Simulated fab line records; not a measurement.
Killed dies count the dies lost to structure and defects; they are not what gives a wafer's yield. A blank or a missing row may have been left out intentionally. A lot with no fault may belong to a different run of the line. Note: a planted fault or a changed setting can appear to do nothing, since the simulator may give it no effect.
Chamber matching :: flow berkeley cmos170 :: rie diel-03 running UCB170_CONTACT_ETCH_17: 4 sister chambers
The step etches BARC in N2/H2. 16 wafers are shown with their chamber, then 8 later ones without.

## WAFERS PAIRED WITH THEIR CHAMBERS
wafer: L513.2
chamber: 3
throttle valve pct (%): 13.51
drypump motor current A (A): 5.7
oes product au (a.u.): 1.053

wafer: L513.4
chamber: 0
throttle valve pct (%): 13.24
drypump motor current A (A): 5.4
oes product au (a.u.): 0.973

wafer: L513.6
chamber: 1
throttle valve pct (%): 12.95
drypump motor current A (A): 4.7
oes product au (a.u.): 1.004

wafer: L516.1
chamber: 3
throttle valve pct (%): 13.51
drypump motor current A (A): 5.7
oes product au (a.u.): 1.050

wafer: L516.2
chamber: 2
throttle valve pct (%): 13.48
drypump motor current A (A): 5.3
oes product au (a.u.): 1.022

wafer: L516.3
chamber: 1
throttle valve pct (%): 12.96
drypump motor current A (A): 4.7
oes product au (a.u.): 0.998

wafer: L517.2
chamber: 0
throttle valve pct (%): 13.25
drypump motor current A (A): 5.4
oes product au (a.u.): 0.973

wafer: L517.4
chamber: 2
throttle valve pct (%): 13.48
drypump motor current A (A): 5.3
oes product au (a.u.): 1.024

wafer: L517.5
chamber: 2
throttle valve pct (%): 13.48
drypump motor current A (A): 5.3
oes product au (a.u.): 1.018

wafer: L518.3
chamber: 0
throttle valve pct (%): 13.24
drypump motor current A (A): 5.4
oes product au (a.u.): 0.952

wafer: L518.4
chamber: 1
throttle valve pct (%): 12.98
drypump motor current A (A): 4.7
oes product au (a.u.): 0.987

wafer: L518.6
chamber: 1
throttle valve pct (%): 12.96
drypump motor current A (A): 4.7
oes product au (a.u.): 0.991

wafer: L522.2
chamber: 3
throttle valve pct (%): 13.52
drypump motor current A (A): 5.8
oes product au (a.u.): 1.047

wafer: L522.5
chamber: 1
throttle valve pct (%): 12.96
drypump motor current A (A): 4.7
oes product au (a.u.): 1.000

wafer: L522.6
chamber: 0
throttle valve pct (%): 13.24
drypump motor current A (A): 5.4
oes product au (a.u.): 0.958

wafer: L523.1
chamber: 2
throttle valve pct (%): 13.49
drypump motor current A (A): 5.3
oes product au (a.u.): 1.015

SIGNATURES (means of the wafers above)
reading: throttle valve pct
chamber 0: 13.2425
chamber 1: 12.9620
chamber 2: 13.4825
chamber 3: 13.5133
scatter within a chamber: 0.00762

reading: drypump motor current A
chamber 0: 5.400
chamber 1: 4.700
chamber 2: 5.300
chamber 3: 5.733
scatter within a chamber: 0.0236

reading: oes product au
chamber 0: 0.96400
chamber 1: 0.99600
chamber 2: 1.01975
chamber 3: 1.05000
scatter within a chamber: 0.00706
Rule: a wafer lies at a distance from a chamber equal to the root of the sum of squares, over the readings, of (its reading less the chamber's mean, divided by the reading's scatter). The wafer belongs to the nearest chamber; if the next one is less than 2 further off, it can't be placed. The scatter is the square root of a quotient: the sum, over the shown wafers, of each reading's squared deviation from its chamber's mean, divided by wafers minus chambers.

## WAFERS WITH NO CHAMBER GIVEN
wafer: L523.2
throttle valve pct (%): 13.24
drypump motor current A (A): 5.4
oes product au (a.u.): 0.950

wafer: L523.5
throttle valve pct (%): 13.24
drypump motor current A (A): 5.4
oes product au (a.u.): 0.953

wafer: L526.2
throttle valve pct (%): 13.49
drypump motor current A (A): 5.2
oes product au (a.u.): 1.020

wafer: L526.3
throttle valve pct (%): 13.25
drypump motor current A (A): 5.4
oes product au (a.u.): 0.965

wafer: L526.6
throttle valve pct (%): 13.47
drypump motor current A (A): 5.3
oes product au (a.u.): 1.019

wafer: L534.3
throttle valve pct (%): 13.51
drypump motor current A (A): 5.7
oes product au (a.u.): 1.048

wafer: L534.5
throttle valve pct (%): 13.51
drypump motor current A (A): 5.7
oes product au (a.u.): 1.052

wafer: L534.6
throttle valve pct (%): 13.23
drypump motor current A (A): 5.4
oes product au (a.u.): 0.967

## EACH ONE'S CHAMBER
wafer: L523.2
from the rows above: 0
in truth: 0

wafer: L523.5
from the rows above: 0
in truth: 0

wafer: L526.2
from the rows above: 2
in truth: 2

wafer: L526.3
from the rows above: 0
in truth: 0

wafer: L526.6
from the rows above: 2
in truth: 2

wafer: L534.3
from the rows above: 3
in truth: 3

wafer: L534.5
from the rows above: 3
in truth: 3

wafer: L534.6
from the rows above: 0
in truth: 0
Correct placement for 8 of the 8. From these rows, 0 cannot be placed. Placed wrongly: 0.
